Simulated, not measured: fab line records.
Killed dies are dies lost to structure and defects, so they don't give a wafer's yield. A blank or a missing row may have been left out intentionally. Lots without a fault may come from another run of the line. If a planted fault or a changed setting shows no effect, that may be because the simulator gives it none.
The tool behind it: which one?	flow berkeley cmos170	12 lots (36 wafers sampled), 1 step of a 331-step route

## WHAT THE GAUGES READ, wafer by wafer
UCB170_NWELL_THK_MEAS_05.
lot	measured	on	NWELL_NITRIDE_THK (nm)
L076	day 2 20:02	film metro-04	228.5 227.1 229.1
L078	day 3 04:40	film metro-03	225.7 226.4 225.7
L079	day 3 12:59	film metro-04	227.7 227.0 228.2
L081	day 3 22:57	film metro-04	224.3 226.4 224.8
L084	day 4 08:25	film metro-03	225.4 225.3 226.2
L086	day 4 16:40	film metro-01	221.1 223.5 221.8
L087	day 5 02:38	film metro-04	221.6 222.5 222.2
L089	day 5 17:26	film metro-04	224.0 224.2 224.0
L091	day 6 10:44	film metro-04	228.3 227.4 228.7
L093	day 6 19:09	film metro-01	226.4 223.3 225.8
L095	day 7 05:07	film metro-03	225.5 227.7 226.3
L097	day 7 09:13	film metro-04	224.8 225.3 223.6

## TOOL THAT RAN EACH LOT (tool first, then ch and the chambers of the sampled wafers, then the start)
Before these readings, the record contains no process step.

## THE ANSWER, worked out from the rows above alone
Rule: the lots themselves supply what counts as usual. Put in order of their means at a reading, lots are off if they are a third of the lots or fewer, leave a main group of 4 or more, and stand apart from it by a gap of 3 or more times the standard deviation of the main group's means; of several such gaps the widest counts. Not used: any main group whose means are identical at the precision the tables above print for the reading. Also off: a lot with no number at a reading for which 4 or more lots have one. Any other lot the step has rows for is counted as sound.
None of the lots is off at any reading shown; this tells nothing.

## WHAT THE SIMULATOR HAD INSERTED
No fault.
